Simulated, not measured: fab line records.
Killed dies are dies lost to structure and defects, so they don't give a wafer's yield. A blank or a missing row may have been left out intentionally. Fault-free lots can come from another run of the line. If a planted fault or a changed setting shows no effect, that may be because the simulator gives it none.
fab line records    flow ritCmos
record: lots: 7  wafers: 21  lastDay: 7
route steps=202 shown GATE@89 REOX@98 NLDD@103 PLDD@114 SPACER@125 M1@202
lots untouched by any fault: they come from a run of this same line in which no faults occurred
startH: hours from the record's first day to the start of the lot's first wafer shown    waitH: time in hours since the lot's previous step    " identical to the entry in the row above    L1.1+2: one row covering several wafers at once    - no value, or no start given    * or withheld: withheld    < > ~ a bound
route shown NAME@n: NAME is a module with steps in the file, n the number in the route of the first one    usual: mean and standard deviation over wafers with no fault    same: alike in all rows    chamber/n: place in a boat    sites: per-site readings    _std_site: standard deviation of those values    _edge_site: inner sites' mean taken away from outer sites' mean    radiusMm: for every site, how far away it sits from the centre of the wafer    mask NAME#n: copy n    behind: the last tool/chamber to shape the wafer    hold: cause of the lot's hold/its duration in hours/its outcome    device: the transistor (n, p or np) that didn't switch    end of line: the same wafers' tests at the end of the route    a step given without rows: its recipe and nothing more    killed: dies that structure and defects cost at the first sort, which is not the same as the wafer's yield    map: dies across one wafer; x = killed, . = not, _ = none there
set.NAME: setting as actually run; set.NAME@STEP: the setting as run at that earlier step    model.NAME: the simulator's own value behind a step, which no gauge read
a table for each step, a row for each wafer; lots at some steps of the route
services: the hour from which a tool's chamber was out of use, counted from the record's first day as startH (under 0 if before that day), plus the number of hours and why
== steps ==
step: RIT_GATE_EXPOSE_13
recipe: maskId: M6  na: 0.6  sourceShape: conventional  sigmaOuter: 0.6  targetCdNm: 150  doseMj: 380
step: RIT_GATE_PEB_14
recipe: resist: NOVOLAK  tempC: withheld  timeS: withheld
step: RIT_GATE_DEVELOP_15
recipe: resist: NOVOLAK  developTimeS: 50  devTempC: 23
step: RIT_GATE_CD_MEAS_16
recipe: targetCdNm: 150
usual: cdNm: 150.0/2.1
lot.wafer  tool      chamber  startH  waitH  cdNm
L107.1     cdSem-01  -        65.59   -      150.0
L107.4     "         -        "       "      150.9
L107.6     "         -        "       "      147.6
L111.1     cdSem-01  -        88.30   -      152.2
L111.3     "         -        "       "      152.3
L111.4     "         -        "       "      151.1
L113.3     cdSem-01  -        96.87   -      151.9
L113.4     "         -        "       "      152.9
L113.6     "         -        "       "      150.9
L114.1     cdSem-01  -        99.76   -      152.1
L114.2     "         -        "       "      152.1
L114.3     "         -        "       "      148.9
L116.1     cdSem-01  -        112.64  -      151.3
L116.2     "         -        "       "      151.3
L116.3     "         -        "       "      149.7
L123.3     cdSem-01  -        145.40  -      151.9
L123.4     "         -        "       "      150.2
L123.6     "         -        "       "      151.8
L124.2     cdSem-02  -        148.58  -      147.3
L124.4     "         -        "       "      148.8
L124.5     "         -        "       "      146.9
step: RIT_GATE_OVL_MEAS_17
usual: GATE_OVL: -0.3/1.2
lot.wafer  tool        chamber  startH  waitH  GATE_OVL[nm]
L107.1     overlay-02  -        65.71   0.1    -0.7
L107.4     "           -        "       "      0.0
L107.6     "           -        "       "      -1.5
L111.1     overlay-02  -        88.42   0.1    1.8
L111.3     "           -        "       "      0.7
L111.4     "           -        "       "      1.4
L113.3     overlay-01  -        96.96   0.1    0.8
L113.4     "           -        "       "      -1.2
L113.6     "           -        "       "      -2.4
L114.1     overlay-01  -        99.88   0.1    3.9
L114.2     "           -        "       "      2.8
L114.3     "           -        "       "      2.4
L116.1     overlay-01  -        112.76  0.1    -1.1
L116.2     "           -        "       "      -1.9
L116.3     "           -        "       "      -1.7
L123.3     overlay-01  -        145.50  0.1    -0.2
L123.4     "           -        "       "      -2.0
L123.6     "           -        "       "      -0.7
L124.2     overlay-01  -        148.68  0.1    0.4
L124.4     "           -        "       "      0.0
L124.5     "           -        "       "      0.6
step: RIT_GATE_HARDBAKE_18
recipe: resist: NOVOLAK  tempC: 140  timeS: 60
step: RIT_GATE_ETCH_19
recipe: chemistry: SF6/CHF3/O2  timeS: 165  SF6_flow_sccm: 30  CHF3_flow_sccm: 30  O2_flow_sccm: 5  target: poly-Si  pressureMtorr: 40  rfW: 160  targetDepthA: 3125  overEtchFrac: 0.25  stopOn: SiO2
usual: drypumpMotorCurrentA: 5.8/0.52  oesProductAu: 0.849/0.01  throttleValvePct: 10.29/0.12
same: overEtchFrac: 0.25
lot.wafer  tool      chamber  startH  waitH  drypumpMotorCurrentA  oesProductAu  rfHoursCounterH  throttleValvePct
L107.1     rieSi-01  0        65.90   0.1    6.7                   0.828         60               10.27
L107.4     "         3        "       "      6.8                   0.853         47               10.07
L107.6     "         1        "       "      5.9                   0.852         -                10.37
L111.1     rieSi-01  3        88.61   0.1    6.8                   0.861         47               10.08
L111.3     "         2        "       "      5.3                   0.838         78               10.24
L111.4     "         1        "       "      5.9                   0.852         70               10.37
L113.3     rieSi-01  3        97.13   0.1    6.8                   0.844         47               10.06
L113.4     "         2        "       "      5.4                   0.834         78               10.22
L113.6     "         2        "       "      5.3                   0.836         -                10.23
L114.1     rieSi-02  2        100.06  0.1    5.4                   0.867         120              10.39
L114.2     "         0        "       "      5.7                   0.853         146              10.21
L114.3     "         3        "       "      5.4                   0.851         133              10.46
L116.1     rieSi-02  2        112.95  0.1    5.4                   0.845         120              10.41
L116.2     "         0        "       "      5.7                   0.852         146              10.20
L116.3     "         1        "       "      5.6                   0.851         12               10.36
L123.3     rieSi-01  2        145.67  0.1    5.3                   0.835         78               10.22
L123.4     "         3        "       "      6.8                   0.849         48               10.07
L123.6     "         3        "       "      6.8                   0.855         -                10.06
L124.2     rieSi-02  0        148.86  0.1    5.7                   0.868         0                10.20
L124.4     "         2        "       "      5.4                   0.843         120              10.40
L124.5     "         3        "       "      5.4                   0.842         -                10.44
step: RIT_GATE_STRIP_20
recipe: chemistry: O2  timeS: 180  resist: NOVOLAK  platenTempC: withheld  powerW: 500  pressureMtorr: 4000  o2FlowSccm: 4000
usual: drypumpMotorCurrentA: 5.9/0.5
lot.wafer  tool            chamber  startH  waitH  drypumpMotorCurrentA  rfHoursCounterH
L107.1     plasmaAsher-01  0        66.00   0.1    4.9                   29
L107.4     "               1        "       "      6.6                   -
L107.6     "               0        "       "      4.9                   -
L111.1     plasmaAsher-02  1        88.72   0.1    5.9                   46
L111.3     "               0        "       "      5.8                   -
L111.4     "               1        "       "      5.9                   -
L113.3     plasmaAsher-02  0        97.30   0.1    5.8                   -
L113.4     "               1        "       "      5.9                   -
L113.6     "               0        "       "      5.8                   -
L114.1     plasmaAsher-04  0        100.17  0.1    5.8                   45
L114.2     "               1        "       "      6.2                   45
L114.3     "               0        "       "      5.8                   -
L116.1     plasmaAsher-02  1        113.06  0.1    5.9                   49
L116.2     "               0        "       "      5.8                   49
L116.3     "               0        "       "      5.8                   -
L123.3     plasmaAsher-02  1        145.84  0.1    5.9                   -
L123.4     "               0        "       "      5.8                   -
L123.6     "               1        "       "      5.9                   -
L124.2     plasmaAsher-01  1        148.97  0.1    6.6                   35
L124.4     "               0        "       "      4.9                   -
L124.5     "               0        "       "      4.9                   -
step: RIT_GATE_CD_MEAS_90
recipe: targetCdNm: 150
usual: cdNm: 150.0/2.1
lot.wafer  tool      chamber  startH  waitH  cdNm
L107.1     cdSem-02  -        66.18   0.1    149.8
L107.4     "         -        "       "      151.5
L107.6     "         -        "       "      147.7
L111.1     cdSem-02  -        88.89   0.1    152.2
L111.3     "         -        "       "      151.7
L111.4     "         -        "       "      151.2
L113.3     cdSem-01  -        97.46   0.1    152.1
L113.4     "         -        "       "      152.7
L113.6     "         -        "       "      150.9
L114.1     cdSem-01  -        100.35  0.1    152.2
L114.2     "         -        "       "      152.0
L114.3     "         -        "       "      149.2
L116.1     cdSem-01  -        113.23  0.1    150.7
L116.2     "         -        "       "      152.0
L116.3     "         -        "       "      149.7
L123.3     cdSem-01  -        145.99  0.1    152.0
L123.4     "         -        "       "      150.3
L123.6     "         -        "       "      152.0
L124.2     cdSem-01  -        149.16  0.1    147.7
L124.4     "         -        "       "      149.1
L124.5     "         -        "       "      146.6
step: RIT_REOX_CLEAN_00
recipe: chemistry: SC1  mix: 3:3:50  timeS: 600  tempC: 75
step: RIT_REOX_CLEAN_01
recipe: chemistry: dHF  dilution: 50:1  timeS: 30
step: RIT_REOX_CLEAN_02
recipe: chemistry: SC2  mix: 3:3:50  timeS: 600  tempC: 75  dry: n2Spin
step: RIT_REOX_OXIDATION_03
recipe: tempC: 900  ambient: O2  targetThkA: 252  oxTimeS: 5580
usual: spikeTcCentreC: 902.1/2.1  spikeTcLoadC: 927.0/2.5  spikeTcSourceC: 921.0/1.6  tubeCenterTempC: 900/0.084  tube_center_temp_C_max: 902.4/0.4  zonePowerLoadPct: 26.1/0.56  zonePowerSourcePct: 26.3/2.8
lot.wafer  tool        chamber  startH  waitH  spikeTcCentreC  spikeTcLoadC  spikeTcSourceC  tubeCenterTempC  tube_center_temp_C_max  zonePowerLoadPct  zonePowerSourcePct  model.SiO2_of_REOX_OXIDATION_03.thkNm
L107.1     furnace-04  0        67.74   1.0    904.8           924.5         921.2           900.03           902.6                   26.3              30.4                25.18
L107.4     "           0        "       "      904.2           926.8         921.9           899.87           901.7                   26.5              29.8                25.1
L107.6     "           0        "       "      904.1           926.3         920.2           900.08           903.2                   26.5              30.1                25.16
L111.1     furnace-03  0        90.27   0.9    900.9           930.5         919.1           899.97           901.9                   26.7              25.9                24.97
L111.3     "           0        "       "      898.2           929.6         919.3           900.11           902.6                   26.7              26.1                24.97
L111.4     "           0        "       "      898.6           930.6         919.0           900.02           902.1                   26.7              25.9                25.36
L113.3     furnace-03  0        97.90   0.0    913.7           946.4         933.7           915.01           917.5                   27.9              27.1                29.55
L113.4     "           0        "       "      915.2           943.3         935.6           915.1            917.7                   28.1              27.1                29.92
L113.6     "           0        "       "      915.7           945.9         933.7           915.05           917.7                   27.9              27.4                30.04
L114.1     furnace-03  0        102.64  1.8    913.4           944.1         934.1           915.05           916.7                   27.5              26.9                29.36
L114.2     "           0        "       "      916.1           944.7         934.9           914.98           917.1                   27.5              27.0                29.87
L114.3     "           0        "       "      916.1           943.9         933.2           914.93           917.4                   27.8              27.2                29.65
L116.1     furnace-03  0        114.06  0.3    915.3           945.8         934.8           915.08           918.5                   27.4              27.0                28.76
L116.2     "           0        "       "      914.5           944.8         935.1           914.95           917.2                   28.1              27.3                29.25
L116.3     "           0        "       "      913.9           946.1         934.4           915.01           917.5                   27.8              27.1                28.84
L123.3     furnace-04  0        146.44  0.0    903.2           924.1         920.8           899.96           901.8                   25.8              30.3                24.94
L123.4     "           0        "       "      903.3           925.8         921.5           900.18           902.2                   25.8              30.4                24.77
L123.6     "           0        "       "      904.0           926.1         921.3           900.09           903.0                   26.7              29.9                24.92
L124.2     furnace-01  0        150.05  0.4    902.7           923.0         922.0           900.12           903.3                   25.7              23.6                24.85
L124.4     "           0        "       "      903.0           926.5         921.4           900.02           902.7                   25.6              23.3                24.75
L124.5     "           0        "       "      902.3           926.1         921.3           900.1            902.5                   25.4              23.4                24.7
step: RIT_REOX_THK_MEAS_04
recipe: reads: SiO2_of_REOX_OXIDATION_03
usual: REOX_OXIDE_THK: 25.2/0.42
lot.wafer  tool          chamber  startH  waitH  REOX_OXIDE_THK[nm]
L107.1     filmMetro-01  -        70.29   0.0    25.2
L107.4     "             -        "       "      25.1
L107.6     "             -        "       "      25.1
L111.1     filmMetro-04  -        92.82   0.0    25.0
L111.3     "             -        "       "      25.0
L111.4     "             -        "       "      25.4
L113.3     filmMetro-03  -        100.47  0.0    29.6
L113.4     "             -        "       "      30.0
L113.6     "             -        "       "      30.0
L114.1     filmMetro-03  -        105.19  0.0    29.3
L114.2     "             -        "       "      29.9
L114.3     "             -        "       "      29.6
L116.1     filmMetro-04  -        116.61  0.0    28.8
L116.2     "             -        "       "      29.2
L116.3     "             -        "       "      28.8
L123.3     filmMetro-04  -        149.01  0.0    24.9
L123.4     "             -        "       "      24.8
L123.6     "             -        "       "      24.9
L124.2     filmMetro-01  -        152.61  0.0    24.9
L124.4     "             -        "       "      24.7
L124.5     "             -        "       "      24.7
step: RIT_NLDD_HMDS_00
recipe: primeTimeS: 60  primeTempC: 140
step: RIT_NLDD_COAT_01
recipe: resist: NOVOLAK  spinRpm: 3250  resistThkNm: 1000
step: RIT_NLDD_SOFTBAKE_02
recipe: resist: NOVOLAK  tempC: 90  timeS: 60
step: RIT_NLDD_EXPOSE_03
recipe: maskId: M7  na: 0.57  targetCdNm: 40700  doseMj: 250
step: RIT_NLDD_PEB_04
recipe: resist: NOVOLAK  tempC: withheld  timeS: withheld
step: RIT_NLDD_DEVELOP_05
recipe: resist: NOVOLAK  developTimeS: 50  devTempC: 23
step: RIT_NLDD_OVL_MEAS_06
usual: NLDD_OVL: 1.4/1.3
lot.wafer  tool        chamber  startH  waitH  NLDD_OVL[nm]
L107.1     overlay-01  -        71.20   -      0.4
L107.4     "           -        "       "      3.5
L107.6     "           -        "       "      0.7
L111.1     overlay-02  -        93.73   -      1.1
L111.3     "           -        "       "      1.0
L111.4     "           -        "       "      -0.5
L113.3     overlay-01  -        101.50  -      0.6
L113.4     "           -        "       "      1.8
L113.6     "           -        "       "      3.4
L114.1     overlay-02  -        106.10  -      0.0
L114.2     "           -        "       "      0.2
L114.3     "           -        "       "      -0.8
L116.1     overlay-01  -        117.52  -      2.0
L116.2     "           -        "       "      1.4
L116.3     "           -        "       "      -0.3
L123.3     overlay-02  -        149.96  -      1.9
L123.4     "           -        "       "      2.8
L123.6     "           -        "       "      1.9
L124.2     overlay-02  -        153.52  -      -0.7
L124.4     "           -        "       "      0.4
L124.5     "           -        "       "      -0.9
step: RIT_NLDD_HARDBAKE_07
recipe: resist: NOVOLAK  tempC: 140  timeS: 60
step: RIT_NLDD_IMPLANT_08
recipe: species: P  energyKev: 20  doseCm2: 5e+14  tiltDeg: 7
step: RIT_NLDD_STRIP_09
recipe: chemistry: O2  timeS: 180  resist: NOVOLAK  platenTempC: withheld  powerW: 500  pressureMtorr: 4000  o2FlowSccm: 4000
usual: drypumpMotorCurrentA: 5.8/0.32
lot.wafer  tool            chamber  startH  waitH  drypumpMotorCurrentA  rfHoursCounterH
L107.1     plasmaAsher-04  0        71.53   0.1    5.8                   42
L107.4     "               0        "       "      5.7                   -
L107.6     "               1        "       "      6.2                   -
L111.1     plasmaAsher-04  0        94.07   0.1    5.7                   45
L111.3     "               0        "       "      5.7                   -
L111.4     "               1        "       "      6.3                   -
L113.3     plasmaAsher-03  0        101.88  0.1    5.5                   -
L113.4     "               1        "       "      5.2                   -
L113.6     "               0        "       "      5.6                   -
L114.1     plasmaAsher-02  1        106.70  0.1    5.8                   48
L114.2     "               0        "       "      5.9                   48
L114.3     "               0        "       "      5.9                   -
L116.1     plasmaAsher-02  0        117.86  0.1    5.8                   50
L116.2     "               1        "       "      5.9                   50
L116.3     "               1        "       "      5.9                   -
L123.3     plasmaAsher-04  0        150.34  0.1    5.8                   -
L123.4     "               1        "       "      6.2                   -
L123.6     "               0        "       "      5.8                   -
L124.2     plasmaAsher-02  1        153.85  0.1    5.9                   54
L124.4     "               1        "       "      5.9                   -
L124.5     "               1        "       "      5.9                   -
step: RIT_NLDD_TW_MEAS_10
usual: NLDD_TW: 2479/22
lot.wafer  tool          chamber  startH  waitH  NLDD_TW
L107.1     filmMetro-04  -        71.71   0.1    2477
L107.4     "             -        "       "      2487
L107.6     "             -        "       "      2480
L111.1     filmMetro-04  -        94.25   0.1    2494
L111.3     "             -        "       "      2510
L111.4     "             -        "       "      2501
L113.3     filmMetro-02  -        102.02  0.1    2495
L113.4     "             -        "       "      2506
L113.6     "             -        "       "      2509
L114.1     filmMetro-02  -        106.87  0.1    2498
L114.2     "             -        "       "      2491
L114.3     "             -        "       "      2499
L116.1     filmMetro-02  -        118.03  0.1    2489
L116.2     "             -        "       "      2489
L116.3     "             -        "       "      2510
L123.3     filmMetro-03  -        150.48  0.1    2462
L123.4     "             -        "       "      2470
L123.6     "             -        "       "      2474
L124.2     filmMetro-04  -        154.03  0.1    2495
L124.4     "             -        "       "      2472
L124.5     "             -        "       "      2491
step: RIT_PLDD_HMDS_00
recipe: primeTimeS: 60  primeTempC: 140
step: RIT_PLDD_COAT_01
recipe: resist: NOVOLAK  spinRpm: 3250  resistThkNm: 1000
step: RIT_PLDD_SOFTBAKE_02
recipe: resist: NOVOLAK  tempC: 90  timeS: 60
step: RIT_PLDD_EXPOSE_03
recipe: maskId: M8  na: 0.57  targetCdNm: 40900  doseMj: 250
step: RIT_PLDD_PEB_04
recipe: resist: NOVOLAK  tempC: withheld  timeS: withheld
step: RIT_PLDD_DEVELOP_05
recipe: resist: NOVOLAK  developTimeS: 50  devTempC: 23
step: RIT_PLDD_OVL_MEAS_06
usual: PLDD_OVL: 0.7/1.3
lot.wafer  tool        chamber  startH  waitH  PLDD_OVL[nm]
L107.1     overlay-01  -        72.62   -      3.7
L107.4     "           -        "       "      2.1
L107.6     "           -        "       "      3.5
L111.1     overlay-02  -        95.16   -      0.1
L111.3     "           -        "       "      0.4
L111.4     "           -        "       "      -0.4
L113.3     overlay-01  -        103.05  -      1.9
L113.4     "           -        "       "      2.4
L113.6     "           -        "       "      2.8
L114.1     overlay-02  -        107.92  -      -0.3
L114.2     "           -        "       "      -0.6
L114.3     "           -        "       "      0.0
L116.1     overlay-02  -        119.08  -      2.0
L116.2     "           -        "       "      1.0
L116.3     "           -        "       "      -0.3
L123.3     overlay-01  -        151.48  -      -0.4
L123.4     "           -        "       "      0.9
L123.6     "           -        "       "      1.5
L124.2     overlay-02  -        154.94  -      0.6
L124.4     "           -        "       "      1.0
L124.5     "           -        "       "      -0.6
step: RIT_PLDD_HARDBAKE_07
recipe: resist: NOVOLAK  tempC: 140  timeS: 60
step: RIT_PLDD_IMPLANT_08
recipe: species: BF2  energyKev: 20  doseCm2: 9e+14  tiltDeg: 7
step: RIT_PLDD_STRIP_09
recipe: chemistry: O2  timeS: 180  resist: NOVOLAK  platenTempC: withheld  powerW: 500  pressureMtorr: 4000  o2FlowSccm: 4000
usual: drypumpMotorCurrentA: 5.7/0.51
lot.wafer  tool            chamber  startH  waitH  drypumpMotorCurrentA  rfHoursCounterH
L107.1     plasmaAsher-04  1        72.95   0.1    6.2                   43
L107.4     "               0        "       "      5.7                   -
L107.6     "               0        "       "      5.7                   -
L111.1     plasmaAsher-03  1        95.49   0.1    5.2                   42
L111.3     "               0        "       "      5.5                   -
L111.4     "               1        "       "      5.2                   -
L113.3     plasmaAsher-03  0        103.43  0.1    5.5                   -
L113.4     "               1        "       "      5.2                   -
L113.6     "               1        "       "      5.2                   -
L114.1     plasmaAsher-04  1        108.26  0.1    6.2                   46
L114.2     "               0        "       "      5.8                   46
L114.3     "               1        "       "      6.2                   -
L116.1     plasmaAsher-03  1        119.41  0.1    5.2                   46
L116.2     "               0        "       "      5.5                   46
L116.3     "               1        "       "      5.2                   -
L123.3     plasmaAsher-04  0        151.86  0.1    5.8                   -
L123.4     "               1        "       "      6.2                   -
L123.6     "               0        "       "      5.8                   -
L124.2     plasmaAsher-03  1        155.27  0.1    5.2                   51
L124.4     "               1        "       "      5.2                   -
L124.5     "               1        "       "      5.2                   -
step: RIT_PLDD_TW_MEAS_10
usual: PLDD_TW: 2333/24
lot.wafer  tool          chamber  startH  waitH  PLDD_TW
L107.1     filmMetro-02  -        73.13   0.1    2346
L107.4     "             -        "       "      2353
L107.6     "             -        "       "      2359
L111.1     filmMetro-02  -        95.67   0.1    2352
L111.3     "             -        "       "      2345
L111.4     "             -        "       "      2353
L113.3     filmMetro-04  -        103.56  0.1    2348
L113.4     "             -        "       "      2333
L113.6     "             -        "       "      2336
L114.1     filmMetro-02  -        108.43  0.1    2347
L114.2     "             -        "       "      2357
L114.3     "             -        "       "      2350
L116.1     filmMetro-03  -        119.59  0.1    2316
L116.2     "             -        "       "      2319
L116.3     "             -        "       "      2332
L123.3     filmMetro-02  -        152.00  0.1    2344
L123.4     "             -        "       "      2357
L123.6     "             -        "       "      2358
L124.2     filmMetro-03  -        155.45  0.1    2327
L124.4     "             -        "       "      2330
L124.5     "             -        "       "      2320
step: RIT_SPACER_CLEAN_00
recipe: chemistry: SC1  mix: 3:3:50  timeS: 600  tempC: 75
usual: bathHeatDutyPct: 15.5/2.1
lot.wafer  tool         chamber  startH  waitH  bathHeatDutyPct  model.SiO2_of_REOX_OXIDATION_03.thkNm
L107.1     wetBench-04  2        73.19   0.1    14.9             23.23
L107.4     "            2        "       "      14.6             23.17
L107.6     "            2        "       "      14.6             23.22
L111.1     wetBench-03  0        95.73   0.1    15.0             23.04
L111.3     "            0        "       "      13.3             23.04
L111.4     "            0        "       "      13.9             23.4
L113.3     wetBench-04  3        103.60  0.0    16.1             27.23
L113.4     "            3        "       "      15.5             27.58
L113.6     "            3        "       "      15.0             27.68
L114.1     wetBench-03  3        108.49  0.1    19.5             27.07
L114.2     "            3        "       "      20.8             27.54
L114.3     "            3        "       "      22.7             27.35
L116.1     wetBench-02  2        119.65  0.1    15.4             26.54
L116.2     "            2        "       "      17.4             26.99
L116.3     "            2        "       "      17.2             26.6
L123.3     wetBench-04  3        152.04  0.0    15.2             22.97
L123.4     "            3        "       "      14.3             22.82
L123.6     "            3        "       "      16.0             22.97
L124.2     wetBench-04  1        155.50  0.0    15.3             22.92
L124.4     "            1        "       "      15.4             22.83
L124.5     "            1        "       "      13.1             22.79
step: RIT_SPACER_CLEAN_01
recipe: chemistry: dHF  dilution: 50:1  timeS: 30
step: RIT_M1_PROBE_99
usual: killedAtContacts: 0.1/0.3  killedAtFrontEnd: 6.9/2.9  killedDies: 7.0/2.9  killedOpen: 3.3/2  killedShort: 3.7/2
same: grossDies: 264  killed_at_M0_to_M3: 0  killed_at_M4_up: 0  killedAtBackSide: 0  killedAtOther: 0
lot.wafer  tool       chamber  startH  waitH  killedAtContacts  killedAtFrontEnd  killedDies  killedOpen  killedShort  model.etest.pmosTurned.rOnOhmUm  model.etest.pmos_0p3.rOnOhmUm  model.etest.pmos_0p15.rOnOhmUm  model.etest.pldd.rsOhmSq  model.etest.nmos_0p3.rOnOhmUm  model.etest.nmos_0p15.rOnOhmUm  model.etest.nmosTurned.driveUaUm  model.etest.nldd.rsOhmSq
L107.1     prober-02  -        86.31   0.1    0                 7                 7           3           4            3371                             6159                           2703                            502.4                     2128                           1108                            328.3                             377.9
L107.4     prober-02  -        86.46   0.2    0                 7                 7           6           1            3412                             6228                           2786                            494.6                     2146                           1140                            325.8                             374.9
L107.6     prober-02  -        86.56   0.2    0                 4                 4           1           3            3358                             6241                           2720                            498                       2144                           1117                            335.1                             377
L111.1     prober-02  -        109.37  0.1    0                 5                 5           2           3            3385                             6086                           2736                            492.6                     2127                           1132                            325.7                             379.1
L111.3     prober-02  -        109.47  0.2    0                 4                 4           3           1            3416                             6278                           2778                            493.5                     2179                           1144                            317                               380.5
L111.4     prober-02  -        109.52  0.2    0                 12                12          5           7            3479                             6307                           2814                            511.5                     2188                           1169                            317.1                             391.2
L113.3     prober-01  -        117.33  0.2    0                 4                 4           1           3            4449                             6791                           3283                            747.5                     2351                           1306                            217.3                             483.3
L113.4     prober-01  -        117.38  0.2    0                 8                 8           3           5            4543                             6804                           3290                            783.6                     2310                           1302                            208.4                             494.6
L113.6     prober-01  -        117.48  0.2    0                 5                 5           3           2            4533                             6712                           3267                            793.3                     2324                           1338                            206.3                             495.3
L114.1     prober-02  -        122.04  0.1    0                 9                 9           4           5            4816                             6948                           3430                            869.9                     2292                           1293                            224.7                             472.1
L114.2     prober-02  -        122.09  0.1    1                 6                 7           3           4            5099                             7123                           3512                            939                       2313                           1279                            211.2                             490.8
L114.3     prober-02  -        122.14  0.2    0                 10                10          3           7            4849                             6962                           3380                            893.2                     2276                           1262                            221.3                             479.6
L116.1     prober-02  -        133.21  0.1    0                 4                 4           2           2            4221                             6704                           3151                            754.9                     2289                           1244                            223.7                             497.1
L116.2     prober-02  -        133.26  0.1    0                 5                 5           3           2            4512                             6788                           3264                            790.8                     2337                           1314                            207.3                             503.3
L116.3     prober-02  -        133.31  0.2    1                 6                 7           3           4            4300                             6615                           3115                            745.7                     2301                           1291                            217.8                             490.8
L123.3     prober-02  -        166.04  0.2    0                 5                 5           3           2            3684                             6470                           2980                            575.6                     2121                           1112                            351                               347.3
L123.4     prober-02  -        166.09  0.2    2                 9                 11          3           8            3458                             6148                           2767                            571                       2025                           1027                            365.8                             347.1
L123.6     prober-02  -        166.19  0.2    0                 7                 7           1           6            3615                             6302                           2888                            570.9                     2087                           1095                            353.6                             349.1
L124.2     prober-01  -        169.11  0.1    0                 6                 6           4           2            3299                             6195                           2666                            482.7                     2134                           1100                            333                               376.9
L124.4     prober-01  -        169.21  0.2    0                 4                 4           2           2            3313                             6268                           2698                            480.6                     2155                           1121                            332.7                             370.9
L124.5     prober-01  -        169.26  0.2    0                 2                 2           1           1            3254                             6165                           2649                            474.9                     2134                           1126                            335.6                             371
killed by level:class
L107.1 GATE:geometricParticle:short=3 SPACER:geometricParticle:open=2 FOX1:geometricParticle:open=1 SILICIDE:geometricParticle:short=1
L107.4 GATE:geometricParticle:open=4 FOX1:geometricParticle:open=1 GATE:geometricParticle:short=1 REOX:geometricParticle:open=1
L107.6 FOX2:geometricParticle:short=1 GATE:geometricParticle:short=1 REOX:geometricParticle:short=1 SPACER:geometricParticle:open=1
L111.1 GATE:geometricParticle:short=2 FOX2:geometricParticle:short=1 GATE:geometricParticle:open=1 REOX:geometricParticle:open=1
L111.3 SILICIDE:geometricParticle:open=2 GATE:geometricParticle:open=1 REOX:geometricParticle:short=1
L111.4 SILICIDE:geometricParticle:short=4 GATE:geometricParticle:open=2 GATE:geometricParticle:short=2 FOX1:geometricParticle:open=1 FOX2:geometricParticle:short=1 REOX:geometricParticle:open=1 SILICIDE:geometricParticle:open=1
L113.3 FOX2:geometricParticle:short=3 REOX:geometricParticle:open=1
L113.4 GATE:geometricParticle:short=3 REOX:geometricParticle:open=2 FOX1:geometricParticle:open=1 FOX2:geometricParticle:short=1 REOX:geometricParticle:short=1
L113.6 FOX1:geometricParticle:short=1 FOX1:geometricParticle:open=1 GATE:geometricParticle:open=1 GATE:geometricParticle:short=1 REOX:geometricParticle:open=1
L114.1 GATE:geometricParticle:open=3 GATE:geometricParticle:short=2 FOX1:geometricParticle:short=1 REOX:geometricParticle:short=1 SPACER:geometricParticle:short=1 SILICIDE:geometricParticle:open=1
L114.2 GATE:geometricParticle:short=3 SPACER:geometricParticle:open=2 GATE:geometricParticle:open=1 CONTACT:geometricParticle:short=1
L114.3 GATE:geometricParticle:short=3 REOX:geometricParticle:short=3 REOX:geometricParticle:open=2 GATE:geometricParticle:open=1 SILICIDE:geometricParticle:short=1
L116.1 FOX1:geometricParticle:short=1 FOX1:geometricParticle:open=1 FOX2:geometricParticle:short=1 SPACER:geometricParticle:open=1
L116.2 GATE:geometricParticle:short=2 GATE:geometricParticle:open=2 SPACER:geometricParticle:open=1
L116.3 FOX2:geometricParticle:open=2 FOX1:geometricParticle:short=1 FOX2:geometricParticle:short=1 GATE:geometricParticle:open=1 REOX:geometricParticle:short=1 CONTACT:geometricParticle:short=1
L123.3 GATE:geometricParticle:open=3 GATE:geometricParticle:short=1 SPACER:geometricParticle:short=1
L123.4 SPACER:geometricParticle:short=3 GATE:geometricParticle:short=2 GATE:geometricParticle:open=2 CONTACT:geometricParticle:short=2 REOX:geometricParticle:short=1 SPACER:geometricParticle:open=1
L123.6 GATE:geometricParticle:short=4 SPACER:geometricParticle:short=2 SPACER:geometricParticle:open=1
L124.2 SILICIDE:geometricParticle:open=2 FOX2:geometricParticle:open=1 GATE:geometricParticle:short=1 SPACER:geometricParticle:open=1 SILICIDE:geometricParticle:short=1
L124.4 SPACER:geometricParticle:short=2 FOX2:geometricParticle:open=1 GATE:geometricParticle:open=1
L124.5 FOX1:geometricParticle:open=1 FOX1:geometricParticle:short=1
== services ==
tool            chamber  startH  hours  kind
plasmaAsher-04  -        43.96   1.8    repair
plasmaAsher-02  -        46.64   0.4    repair
rieSi-02        2        52.18   14.7   repair
furnace-01      -        54.79   3.6    pm
rieSi-01        -        57.58   2.8    pm
furnace-04      -        63.47   2.3    pm
rieSi-01        -        67.39   0.2    repair
rieSi-01        3        75.49   2.2    repair
plasmaAsher-01  -        78.99   1.2    repair
rieSi-02        2        80.01   10.8   repair
rieSi-02        3        85.26   8.4    repair
furnace-04      -        85.53   4.5    pm
plasmaAsher-04  -        100.62  2.8    pm
plasmaAsher-01  -        101.44  14.6   pm
plasmaAsher-02  -        103.31  2.4    repair
plasmaAsher-04  -        108.75  9.0    pm
plasmaAsher-04  0        108.75  9.0    ventCycle
plasmaAsher-04  1        108.75  9.0    ventCycle
plasmaAsher-04  0        117.75  -      clean
plasmaAsher-04  1        117.75  -      clean
plasmaAsher-04  -        126.64  2.2    repair
rieSi-02        0        128.06  -      clean
rieSi-01        0        150.38  8.6    repair
furnace-03      -        152.14  3.4    pm
== key ==
firstSign: step: RIT_REOX_OXIDATION_03  reading: tubeCenterTempC  direction: up  sigmas: 99+  usual: *  struck: *
effect: step: RIT_REOX_OXIDATION_03  reading: tube_center_temp_C_max  direction: up  sigmas: 38  usual: *  struck: *
effect: step: RIT_REOX_THK_MEAS_04  reading: REOX_OXIDE_THK  direction: up  sigmas: 10  usual: 25.2  struck: 29.5
modelEffect: step: RIT_REOX_OXIDATION_03  value: SiO2_of_REOX_OXIDATION_03.thkNm  without: 25.33  struck: 29.47
modelEffect: step: RIT_SPACER_CLEAN_00  value: SiO2_of_REOX_OXIDATION_03.thkNm  without: 23.36  struck: 27.18
modelEffect: step: RIT_M1_PROBE_99  value: etest.pmosTurned.rOnOhmUm  without: 3443  struck: 4591
metAt RIT_REOX_OXIDATION_03
struckWafers L113.3,L113.4,L113.6,L114.1,L114.2,L114.3,L116.1,L116.2,L116.3
testerLeftOut L113,L114,L116
fault: kind: processParameterDrift  tool: furnace-03  chamber: -  onsetH: 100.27  steps: RIT_REOX_OXIDATION_03  channel: tempC  offset: *  shape: step  endH: 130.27  actsIn: *  stated: *
testerLeftOut: of these lots the tester's yield and bins aren't shown, on N5 and GAA mostly nor the transistor test; their killed dies are dies lost to structure and defects alone, not to doping, threshold or leakage, so they don't give the yield
